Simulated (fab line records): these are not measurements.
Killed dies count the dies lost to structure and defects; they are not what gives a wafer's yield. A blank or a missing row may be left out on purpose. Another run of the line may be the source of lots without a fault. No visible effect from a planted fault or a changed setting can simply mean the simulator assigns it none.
Problem report, 8D (eight disciplines) form, completed by code    flow berkeley cmos170    the parts of the form that need people (team, actions taken, sign-off) are left out

1. THE ISSUE
M3_AL_RS at UCB170_M3_RS_MEAS_02 reads a mean of 0.0438 ohm/sq on 6 wafers of 2 lots; wafers without a fault read 0.0321 ohm/sq with a standard deviation of 0.00041. Relative to the usual mean, that is a shift of +29 standard deviations.
The step: measures by four-point-probe.
First seen on wafer L893.1, day 10 17:41, on film metro-03. The record holds 42 wafers of 14 lots with a number at this step. Rule for "out", or "out of limits": more than 4 standard deviations from the usual mean. Any other wafer with a number is counted as sound.

2. WHAT IT IS, AND WHAT IT ISN'T
question                     is                            is not
which readings at this step  M3_AL_RS                      -
which lots                   L893, L895                    L883, L884, L885, L886, L887, L888, L889, L891, L892, L894, L904, L905
which wafers of those lots   all that have a number        -
read on which gauges         film metro-02, film metro-03  film metro-01
when                         from day 10 17:41             up to then (27 sound wafers); but 9 sound wafers of L894, L904, L905 came after

3. WHAT RULES OUT EACH SUSPECT
Counting: a tool at a process step up to the reading stays a suspect if it ran every lot that is out and no sound lot after the first of them.
- ruled out: the gauge at UCB170_M3_RS_MEAS_02. 2 gauges (film metro-02, film metro-03) read the wafers that are out.
- pvd sputter-03 at UCB170_M3_SPUTTER_01 (material Al, target thk 900 nm, time 120 s): kept. It processed each lot that is out, first L893 at day 10 17:37, and no sound lot thereafter; up to then, the last sound lot it processed was L892 at day 9 20:11.
The count leaves pvd sputter-03 at UCB170_M3_SPUTTER_01.

4. THE CAUSE (what the simulator had put in)
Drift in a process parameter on pvd sputter-03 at UCB170_M3_SPUTTER_01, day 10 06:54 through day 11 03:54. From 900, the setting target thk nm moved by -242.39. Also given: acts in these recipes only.
After counting, this tool was the only one left.

5. THE EFFECT CHAIN, in route order
One row per reading whose mean, taken over the struck wafers that have a number, lies over 3 standard deviations from the usual. Only readings whose record carries a usual standard deviation are examined. hours: median over the lots of the time between each lot's start at the first step of this table that gives one and its start at this step. sigmas: the change, counted in usual standard deviations.
hours  step                     reading         usual          on struck wafers  change   sigmas
0      UCB170_M3_RS_MEAS_02     M3_AL_RS        0.0321 ohm/sq  0.0438            +0.0117  +29
0      UCB170_M3_THK_MEAS_03    M3_AL_THK       911 nm         674               -238     -18
3      UCB170_M3_METAL_ETCH_18  oes product au  0.855 a.u.     0.732             -0.123   -11
Process steps it contains:
- UCB170_M3_METAL_ETCH_18: etches Al in Cl2/BCl3, stops on SiO2, target depth 1170 nm, time 195 s.
At these later measuring or inspecting steps, every struck wafer for which the step has a row has a number for every such reading, and none has moved that far: UCB170_M3_CD_MEAS_15.

6. HOW IT WOULD HAVE BEEN CAUGHT EARLIER
The first out-of-limits reading at a measuring or inspecting step in this record came at day 10 17:41, 11 hours after the fault's start at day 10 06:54.
Of the tool readings at UCB170_M3_SPUTTER_01 for which the record gives a usual standard deviation, none was out on any struck wafer, so an alarm limit of 4 standard deviations on them would not have fired.
L895, from the lots that are out (2), started UCB170_M3_SPUTTER_01 on pvd sputter-03 later than day 10 17:41. Putting the tool on hold at that point would have spared it.
